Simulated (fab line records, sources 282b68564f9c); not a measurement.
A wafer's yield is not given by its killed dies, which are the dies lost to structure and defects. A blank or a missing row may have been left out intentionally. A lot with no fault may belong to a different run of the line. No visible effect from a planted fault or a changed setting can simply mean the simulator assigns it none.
Which tool did it? / flow rit_cmos / Sampling: 14 lots, 42 wafers, 6 of 202 route steps

== WHAT THE GAUGES SHOWED, per wafer ==
RIT_PRETRO_OVL_MEAS_06. Usual: PRETRO_OVL typically reads 1.0 nm, with standard deviation 1.1.
lot=L410; measured=day 2 18:03; on=overlay-02; PRETRO_OVL (nm)=1.8 0.4 1.3; flag=
lot=L411; measured=day 2 22:58; on=overlay-01; PRETRO_OVL (nm)=0.4 1.6 0.9; flag=
lot=L413; measured=day 3 08:56; on=overlay-01; PRETRO_OVL (nm)=2.9 2.0 1.4; flag=
lot=L414; measured=day 3 12:30; on=overlay-01; PRETRO_OVL (nm)=0.7 0.9 0.8; flag=
lot=L415; measured=day 3 18:53; on=overlay-01; PRETRO_OVL (nm)=1.0 0.2 0.4; flag=
lot=L417; measured=day 4 04:46; on=overlay-01; PRETRO_OVL (nm)=1.2 2.2 1.5; flag=
lot=L419; measured=day 4 13:40; on=overlay-01; PRETRO_OVL (nm)=0.9 0.0 -1.4; flag=
lot=L421; measured=day 4 23:40; on=overlay-01; PRETRO_OVL (nm)=3.3 3.0 1.7; flag=
lot=L422; measured=day 5 04:58; on=overlay-01; PRETRO_OVL (nm)=1.2 1.5 0.2; flag=
lot=L423; measured=day 5 10:07; on=overlay-01; PRETRO_OVL (nm)=1.4 2.3 1.4; flag=
lot=L424; measured=day 5 15:12; on=overlay-02; PRETRO_OVL (nm)=0.9 0.8 2.0; flag=
lot=L425; measured=day 5 20:17; on=overlay-01; PRETRO_OVL (nm)=-0.1 0.6 1.4; flag=
lot=L427; measured=day 6 06:26; on=overlay-02; PRETRO_OVL (nm)=-0.2 -1.2 -0.7; flag=
lot=L428; measured=day 6 10:12; on=overlay-01; PRETRO_OVL (nm)=1.3 0.6 1.9; flag=

RIT_GATE_OVL_MEAS_17. Usual: GATE_OVL typically reads 0.5 nm, with standard deviation 1.4.
lot=L410; measured=day 3 00:13; on=overlay-01; GATE_OVL (nm)=0.2 -1.0 -0.6; flag=
lot=L411; measured=day 3 04:14; on=overlay-02; GATE_OVL (nm)=2.2 3.5 1.6; flag=
lot=L413; measured=day 3 14:16; on=overlay-01; GATE_OVL (nm)=-0.1 -0.2 1.1; flag=
lot=L414; measured=day 3 18:05; on=overlay-02; GATE_OVL (nm)=2.9 3.4 2.0; flag=
lot=L415; measured=day 4 00:22; on=overlay-02; GATE_OVL (nm)=-0.5 0.0 -0.6; flag=
lot=L417; measured=day 4 10:49; on=overlay-02; GATE_OVL (nm)=1.8 1.4 1.4; flag=
lot=L419; measured=day 4 19:13; on=overlay-02; GATE_OVL (nm)=2.0 0.1 2.7; flag=
lot=L421; measured=day 5 05:13; on=overlay-02; GATE_OVL (nm)=-0.6 0.4 1.6; flag=
lot=L422; measured=day 5 11:25; on=overlay-01; GATE_OVL (nm)=2.5 0.3 2.4; flag=
lot=L423; measured=day 5 15:18; on=overlay-01; GATE_OVL (nm)=-0.2 0.4 0.7; flag=
lot=L424; measured=day 5 20:41; on=overlay-02; GATE_OVL (nm)=3.0 2.1 1.9; flag=
lot=L425; measured=day 6 01:43; on=overlay-01; GATE_OVL (nm)=-0.1 -1.6 -0.8; flag=
lot=L427; measured=day 6 11:41; on=overlay-02; GATE_OVL (nm)=0.7 1.8 1.0; flag=
lot=L428; measured=day 6 18:52; on=overlay-02; GATE_OVL (nm)=-0.3 -1.0 -0.1; flag=

RIT_PLDD_TW_MEAS_10. Usual: PLDD_TW typically reads 2330, with standard deviation 12.
lot=L410; measured=day 3 07:00; on=film_metro-04; PLDD_TW=2325 2336 2338; flag=
lot=L411; measured=day 3 10:59; on=film_metro-02; PLDD_TW=2329 2326 2315; flag=
lot=L413; measured=day 3 20:54; on=film_metro-04; PLDD_TW=2343 2333 2324; flag=
lot=L414; measured=day 4 00:35; on=film_metro-04; PLDD_TW=2297 2301 2313; flag=
lot=L415; measured=day 4 07:02; on=film_metro-03; PLDD_TW=2344 2341 2347; flag=
lot=L417; measured=day 4 17:17; on=film_metro-04; PLDD_TW=2311 2329 2304; flag=
lot=L419; measured=day 5 01:41; on=film_metro-02; PLDD_TW=2320 2320 2314; flag=
lot=L421; measured=day 5 11:41; on=film_metro-03; PLDD_TW=2347 2352 2347; flag=
lot=L422; measured=day 5 18:03; on=film_metro-02; PLDD_TW=1879 1880 1894 1899 1893 1891; flag=OFF
lot=L423; measured=day 5 21:56; on=film_metro-04; PLDD_TW=1885 1885 1878 1889 1873 1879; flag=OFF
lot=L424; measured=day 6 03:19; on=film_metro-02; PLDD_TW=2328 2342 2332; flag=
lot=L425; measured=day 6 08:51; on=film_metro-03; PLDD_TW=2325 2335 2333; flag=
lot=L427; measured=day 6 18:46; on=film_metro-02; PLDD_TW=2340 2328 2338; flag=
lot=L428; measured=day 7 01:47; on=film_metro-04; PLDD_TW=2328 2322 2310; flag=

RIT_SDANNEAL_RS_MEAS_04: measurement is done with a four-point probe. Usual: PSD_RS typically reads 115.9 ohm/sq, with standard deviation 0.33.
lot=L410; measured=day 3 12:59; on=film_metro-03; PSD_RS (ohm/sq)=115.4 115.6 115.1; flag=
lot=L411; measured=day 3 17:07; on=film_metro-02; PSD_RS (ohm/sq)=116.5 116.5 116.1; flag=
lot=L413; measured=day 4 03:00; on=film_metro-03; PSD_RS (ohm/sq)=115.9 115.7 115.6; flag=
lot=L414; measured=day 4 06:38; on=film_metro-02; PSD_RS (ohm/sq)=115.7 115.4 115.4; flag=
lot=L415; measured=day 4 13:00; on=film_metro-03; PSD_RS (ohm/sq)=115.8 115.9 115.6; flag=
lot=L417; measured=day 4 23:14; on=film_metro-04; PSD_RS (ohm/sq)=115.3 115.1 115.0; flag=
lot=L419; measured=day 5 08:01; on=film_metro-02; PSD_RS (ohm/sq)=115.8 116.0 115.9; flag=
lot=L421; measured=day 5 18:04; on=film_metro-03; PSD_RS (ohm/sq)=115.9 116.0 115.7; flag=
lot=L422; measured=day 6 03:26; on=film_metro-02; PSD_RS (ohm/sq)=115.8 115.7 116.1; flag=
lot=L423; measured=day 6 16:05; on=film_metro-04; PSD_RS (ohm/sq)=116.0 115.8 116.0; flag=
lot=L424; measured=day 6 09:11; on=film_metro-02; PSD_RS (ohm/sq)=116.4 116.5 116.3; flag=
lot=L425; measured=day 6 14:47; on=film_metro-02; PSD_RS (ohm/sq)=116.4 116.0 116.2; flag=
lot=L427; measured=day 7 00:38; on=film_metro-04; PSD_RS (ohm/sq)=115.6 115.9 115.9; flag=
lot=L428; measured=day 7 07:50; on=film_metro-02; PSD_RS (ohm/sq)=115.8 115.7 116.0; flag=

RIT_SDANNEAL_RS_MEAS_06: measurement is done with a four-point probe. Usual: PLDD_RS typically reads 178.8 ohm/sq, with standard deviation 0.47.
lot=L410; measured=day 3 13:13; on=film_metro-03; PLDD_RS (ohm/sq)=178.6 178.9 178.7; flag=
lot=L411; measured=day 3 17:21; on=film_metro-02; PLDD_RS (ohm/sq)=179.5 179.5 179.6; flag=
lot=L413; measured=day 4 03:14; on=film_metro-03; PLDD_RS (ohm/sq)=178.5 178.3 178.4; flag=
lot=L414; measured=day 4 06:53; on=film_metro-02; PLDD_RS (ohm/sq)=179.4 178.3 179.0; flag=
lot=L415; measured=day 4 13:14; on=film_metro-03; PLDD_RS (ohm/sq)=178.6 178.9 178.5; flag=
lot=L417; measured=day 4 23:29; on=film_metro-04; PLDD_RS (ohm/sq)=178.0 177.8 178.0; flag=
lot=L419; measured=day 5 08:15; on=film_metro-02; PLDD_RS (ohm/sq)=178.7 179.5 179.0; flag=
lot=L421; measured=day 5 18:19; on=film_metro-03; PLDD_RS (ohm/sq)=177.7 177.8 178.3; flag=
lot=L422; measured=day 6 03:42; on=film_metro-02; PLDD_RS (ohm/sq)=295.9 294.8 294.8 296.3 294.7 295.2; flag=OFF
lot=L423; measured=day 6 16:19; on=film_metro-04; PLDD_RS (ohm/sq)=298.8 300.2 298.6 297.8 300.1 299.1; flag=OFF
lot=L424; measured=day 6 09:26; on=film_metro-02; PLDD_RS (ohm/sq)=179.2 179.4 179.5; flag=
lot=L425; measured=day 6 15:01; on=film_metro-02; PLDD_RS (ohm/sq)=179.2 178.8 179.5; flag=
lot=L427; measured=day 7 00:53; on=film_metro-04; PLDD_RS (ohm/sq)=178.6 178.9 178.3; flag=
lot=L428; measured=day 7 08:04; on=film_metro-02; PLDD_RS (ohm/sq)=179.4 178.3 178.4; flag=

== WHICH TOOL RAN EACH LOT (tool, then ch and the chambers of the sampled wafers, then the start) ==
lot=L410; RIT_PLDD_IMPLANT_08=implanter-03 ch 0, day 3 06:40
lot=L411; RIT_PLDD_IMPLANT_08=implanter-03 ch 0, day 3 10:39
lot=L413; RIT_PLDD_IMPLANT_08=implanter-03 ch 0, day 3 20:34
lot=L414; RIT_PLDD_IMPLANT_08=implanter-03 ch 0, day 4 00:16
lot=L415; RIT_PLDD_IMPLANT_08=implanter-02 ch 0, day 4 06:43
lot=L417; RIT_PLDD_IMPLANT_08=implanter-03 ch 0, day 4 16:58
lot=L419; RIT_PLDD_IMPLANT_08=implanter-03 ch 0, day 5 01:22
lot=L421; RIT_PLDD_IMPLANT_08=implanter-01 ch 0, day 5 11:23
lot=L422; RIT_PLDD_IMPLANT_08=implanter-03 ch 0, day 5 17:44
lot=L423; RIT_PLDD_IMPLANT_08=implanter-03 ch 0, day 5 21:37
lot=L424; RIT_PLDD_IMPLANT_08=implanter-02 ch 0, day 6 03:01
lot=L425; RIT_PLDD_IMPLANT_08=implanter-01 ch 0, day 6 08:32
lot=L427; RIT_PLDD_IMPLANT_08=implanter-01 ch 0, day 6 18:26
lot=L428; RIT_PLDD_IMPLANT_08=implanter-02 ch 0, day 7 01:28
- RIT_PLDD_IMPLANT_08

== AS READ BY THE TOOLS THEMSELVES (means over the sampled wafers that have a number; for cases with no such wafer, the mark the record gives instead) ==
RIT_PLDD_IMPLANT_08. Usual: dose_ions_cm2 9.002e+14, standard deviation 9.2e+11; end_station_pressure_torr 7.2e-06 Torr, standard deviation 3.6e-07; faraday_current_uA 2820, standard deviation 59.
lot=L410; tool=implanter-03; dose_ions_cm2=8.996e+14; end_station_pressure_torr (Torr)=7.3e-06; faraday_current_uA=2823; flag=
lot=L411; tool=implanter-03; dose_ions_cm2=9.003e+14; end_station_pressure_torr (Torr)=7.2e-06; faraday_current_uA=2825; flag=
lot=L413; tool=implanter-03; dose_ions_cm2=8.999e+14; end_station_pressure_torr (Torr)=7.3e-06; faraday_current_uA=2784; flag=
lot=L414; tool=implanter-03; dose_ions_cm2=9.006e+14; end_station_pressure_torr (Torr)=6.9e-06; faraday_current_uA=2849; flag=
lot=L415; tool=implanter-02; dose_ions_cm2=9.002e+14; end_station_pressure_torr (Torr)=7.5e-06; faraday_current_uA=2852; flag=
lot=L417; tool=implanter-03; dose_ions_cm2=8.992e+14; end_station_pressure_torr (Torr)=7.0e-06; faraday_current_uA=2780; flag=
lot=L419; tool=implanter-03; dose_ions_cm2=9.010e+14; end_station_pressure_torr (Torr)=7.6e-06; faraday_current_uA=2808; flag=
lot=L421; tool=implanter-01; dose_ions_cm2=8.991e+14; end_station_pressure_torr (Torr)=7.3e-06; faraday_current_uA=2791; flag=
lot=L422; tool=implanter-03; dose_ions_cm2=4.138e+14; end_station_pressure_torr (Torr)=5.6e-06; faraday_current_uA=1296; flag=OFF
lot=L423; tool=implanter-03; dose_ions_cm2=4.147e+14; end_station_pressure_torr (Torr)=5.9e-06; faraday_current_uA=1311; flag=OFF
lot=L424; tool=implanter-02; dose_ions_cm2=9.002e+14; end_station_pressure_torr (Torr)=7.6e-06; faraday_current_uA=2844; flag=
lot=L425; tool=implanter-01; dose_ions_cm2=9.005e+14; end_station_pressure_torr (Torr)=7.7e-06; faraday_current_uA=2815; flag=
lot=L427; tool=implanter-01; dose_ions_cm2=8.999e+14; end_station_pressure_torr (Torr)=7.4e-06; faraday_current_uA=2829; flag=
lot=L428; tool=implanter-02; dose_ions_cm2=9.012e+14; end_station_pressure_torr (Torr)=7.4e-06; faraday_current_uA=2850; flag=

== THE ANSWER, worked out from the rows above alone ==
Rule: a lot counts as off when the mean over its wafers that have a number is more than 3 standard deviations away from the usual mean. Also off: a lot with no number at a reading for which 4 or more lots have one. The other lots that the step has rows for count as sound. Order of review: gauges by route order, followed by the tools' own readings, for which a lot's mean as printed above is used. The first step at which some lot is off is used, and at that step the reading that is off furthest; a lot without a number counts as furthest.
Off: L422, L423, at RIT_PLDD_TW_MEAS_10 (PLDD_TW).
If a tool, at a process step before that reading, ran all the lots that are off and no sound lot after the first of them, it fits. Not tried: the gauges at RIT_PLDD_TW_MEAS_10; whatever is off there is also off at RIT_PLDD_IMPLANT_08, on other tools, and gauge error can't account for it. One fits: implanter-03 at RIT_PLDD_IMPLANT_08. Its last sound lot is L419 (day 5 01:22), its first lot that is off L422 (day 5 17:44): a fault that began between those two fits.
The tool's own readings at RIT_PLDD_IMPLANT_08 bear it out: on the lots that are off they differ by more than 5 times the standard deviation of the sound lots' means. dose_ions_cm2 reads 4.142e+14 there against 9.001e+14 on the sound lots; end_station_pressure_torr reads 5.8e-06 Torr there against 7.3e-06 Torr on the sound lots; faraday_current_uA reads 1304 there against 2821 on the sound lots.

== WHAT HAD BEEN PUT IN BY THE SIMULATOR ==
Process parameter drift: implanter-03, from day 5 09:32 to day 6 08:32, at RIT_PLDD_IMPLANT_08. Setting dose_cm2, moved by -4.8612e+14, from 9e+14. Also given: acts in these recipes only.
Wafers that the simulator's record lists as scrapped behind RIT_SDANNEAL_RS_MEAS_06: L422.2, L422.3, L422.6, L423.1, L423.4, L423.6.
Shown lots that were struck: L422, L423. This agrees with what the rule above found.
